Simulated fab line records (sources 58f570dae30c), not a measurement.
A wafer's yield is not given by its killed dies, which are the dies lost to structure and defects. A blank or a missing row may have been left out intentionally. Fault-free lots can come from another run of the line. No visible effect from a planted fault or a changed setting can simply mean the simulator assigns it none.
What tool caused it?	flow berkeley cmos170	14 lots, 42 wafers sampled, at 5 steps of a route of 331

== WHAT EACH GAUGE READ, for each wafer ==
UCB170_SDANNEAL_RS_MEAS_03: uses a four-point probe to measure.
lot	measured	on	NSD_RS (ohm/sq)
L118	day 6 19:18	film metro-03	37.18 37.20 37.18
L119	day 7 01:49	film metro-03	37.29 37.32 37.26
L122	day 7 15:25	film metro-03	37.23 37.30 37.27
L120	day 7 19:50	film metro-03	37.27 37.21 37.33
L123	day 7 22:19	film metro-03	37.40 37.27 37.26
L124	day 7 22:34	film metro-01	37.24 37.31 37.34
L127	day 8 16:25	film metro-04	37.20 37.18 37.10
L126	day 8 17:35	film metro-04	37.18 37.23 37.19
L125	day 8 17:24	film metro-03	37.31 37.36 37.28
L128	day 8 21:19	film metro-04	37.26 37.28 37.36
L133	day 9 21:47	film metro-03	37.14 37.12 37.18
L136	day 10 09:34	film metro-03	37.20 37.19 37.23
L141	day 11 20:52	film metro-01	37.29 37.34 37.33
L140	day 11 21:13	film metro-04	37.25 37.31 37.24

UCB170_CONTACT_OVL_MEAS_16.
lot	measured	on	CONTACT_OVL (nm)
L118	day 7 01:52	overlay-02	-2 2 7
L119	day 7 07:05	overlay-02	6 5 10
L122	day 7 20:07	overlay-02	-2 5 6
L120	day 8 00:42	overlay-01	-7 -4 -3
L123	day 8 07:29	overlay-01	0 -4 1
L124	day 8 06:59	overlay-02	8 0 -9
L127	day 8 22:35	overlay-02	1 1 6
L126	day 8 23:55	overlay-02	1 -2 -2
L125	day 9 00:28	overlay-02	9 6 -2
L128	day 9 01:53	overlay-01	2 0 3
L133	day 10 02:43	overlay-01	-115 -128 -117
L136	day 10 16:24	overlay-01	-134 -129 -131
L141	day 12 04:07	overlay-02	-2 -2 -1
L140	day 12 03:50	overlay-02	-3 -2 -6

UCB170_CONTACT_CD_MEAS_90: the cd target is 700 nm.
lot	measured	on	cd nm (nm)
L118	day 7 02:11	cd sem-02	701.3 700.0 699.8
L119	day 7 07:25	cd sem-02	698.2 698.1 696.9
L122	day 7 20:25	cd sem-02	699.6 698.6 700.5
L120	day 8 01:01	cd sem-02	702.6 701.1 702.9
L123	day 8 07:50	cd sem-02	701.0 703.7 703.4
L124	day 8 07:17	cd sem-01	702.0 698.9 700.9
L127	day 8 22:53	cd sem-02	700.7 700.6 700.5
L126	day 9 00:14	cd sem-01	701.2 701.4 701.3
L125	day 9 00:47	cd sem-02	700.2 698.6 699.8
L128	day 9 02:16	cd sem-02	700.5 702.6 699.7
L133	day 10 03:03	cd sem-02	701.9 701.8 701.4
L136	day 10 16:43	cd sem-02	701.4 702.0 702.8
L141	day 12 04:31	cd sem-01	703.3 702.9 701.6
L140	day 12 04:10	cd sem-01	696.8 697.5 698.4

== WHICH TOOL RAN EACH LOT (tool, then ch and the chambers of the sampled wafers, then the start) ==
lot	UCB170_NLDD_STRIP_10	UCB170_CONTACT_EXPOSE_12
L118	plasma asher-03 ch 0,1, day 6 08:07	krf scanner-01 ch 0, day 7 01:23
L119	plasma asher-01 ch 0,1, day 6 16:08	krf scanner-02 ch 0, day 7 06:36
L122	plasma asher-01 ch 1, day 7 06:11	krf scanner-01 ch 0, day 7 19:36
L120	plasma asher-02 ch 0,1, day 7 09:50	krf scanner-01 ch 0, day 8 00:11
L123	plasma asher-02 ch 0,1, day 7 12:06	krf scanner-02 ch 0, day 8 07:01
L124	plasma asher-01 ch 0,1, day 7 12:41	krf scanner-02 ch 0, day 8 06:28
L127	plasma asher-01 ch 0,1, day 8 05:01	krf scanner-01 ch 0, day 8 22:05
L126	plasma asher-03 ch 0,1, day 8 05:18	krf scanner-01 ch 0, day 8 23:16
L125	plasma asher-02 ch 0, day 8 05:28	krf scanner-02 ch 0, day 8 23:50
L128	plasma asher-01 ch 0,1, day 8 12:17	krf scanner-02 ch 0, day 9 01:23
L133	plasma asher-03 ch 0,1, day 9 12:49	krf scanner-02 ch 0, day 10 02:14
L136	plasma asher-02 ch 0,1, day 10 00:45	krf scanner-02 ch 0, day 10 15:28
L141	plasma asher-01 ch 0,1, day 11 10:01	krf scanner-01 ch 0, day 12 02:42
L140	plasma asher-02 ch 0,1, day 11 10:08	krf scanner-01 ch 0, day 12 02:35
- UCB170_NLDD_STRIP_10: strips in O2.
- UCB170_CONTACT_EXPOSE_12: exposes mask CONT, target cd 700 nm.

== AS READ BY THE TOOLS THEMSELVES (means over the sampled wafers that have a number; for cases with no such wafer, the mark the record gives instead) ==
UCB170_NLDD_STRIP_10.
lot	tool	drypump motor current A (A)	oes product au (a.u.)	strip time to endpoint s (s)
L118	plasma asher-03	5.9	0.733	21.66
L119	plasma asher-01	5.2	0.731	21.68
L122	plasma asher-01	5.0	0.733	21.65
L120	plasma asher-02	5.7	0.733	21.61
L123	plasma asher-02	5.7	0.727	21.63
L124	plasma asher-01	5.2	0.734	21.66
L127	plasma asher-01	5.1	0.735	21.74
L126	plasma asher-03	5.8	0.738	21.67
L125	plasma asher-02	5.5	0.734	21.53
L128	plasma asher-01	5.2	0.739	21.69
L133	plasma asher-03	5.8	0.735	21.60
L136	plasma asher-02	5.7	0.738	21.66
L141	plasma asher-01	5.2	0.740	21.60
L140	plasma asher-02	5.6	0.736	21.59

UCB170_CONTACT_EXPOSE_12.
lot	tool	focus offset nm (nm)
L118	krf scanner-01	0.0
L119	krf scanner-02	-0.1
L122	krf scanner-01	0.4
L120	krf scanner-01	0.3
L123	krf scanner-02	-0.7
L124	krf scanner-02	0.0
L127	krf scanner-01	0.5
L126	krf scanner-01	0.3
L125	krf scanner-02	-0.1
L128	krf scanner-02	-0.3
L133	krf scanner-02	-0.4
L136	krf scanner-02	0.2
L141	krf scanner-01	0.2
L140	krf scanner-01	-0.2

== THE ANSWER, worked out from the rows above alone ==
Rule: the usual values come from the lots themselves. Put in order of their means at a reading, lots are off if they are a third of the lots or fewer, leave a main group of 4 or more, and stand apart from it by a gap of 3 or more times the standard deviation of the main group's means; of several such gaps the widest counts. A main group is skipped when, at the precision printed for the reading in the tables above, its means are all equal. Also off: a lot with no number at a reading for which 4 or more lots have one. The other lots that the step has rows for count as sound. After the gauges, taken in route order, come the tools' own readings; for these a lot's mean is taken, as printed above. At the first step where some lot is off, the reading lying furthest off is the one used; lots without a number count as furthest.
Off: L133, L136, at UCB170_CONTACT_OVL_MEAS_16 (CONTACT_OVL). The main group: mean 1 nm, standard deviation 3.2.
If a tool, at a process step before that reading, ran all the lots that are off and no sound lot after the first of them, it fits. Those tools and the gauges at UCB170_CONTACT_OVL_MEAS_16 are tried in the same way. 2 tools fit, krf scanner-02 at UCB170_CONTACT_EXPOSE_12 and overlay-01 at UCB170_CONTACT_OVL_MEAS_16, so this cannot tell which one it is.

== WHAT THE SIMULATOR PUT IN ==
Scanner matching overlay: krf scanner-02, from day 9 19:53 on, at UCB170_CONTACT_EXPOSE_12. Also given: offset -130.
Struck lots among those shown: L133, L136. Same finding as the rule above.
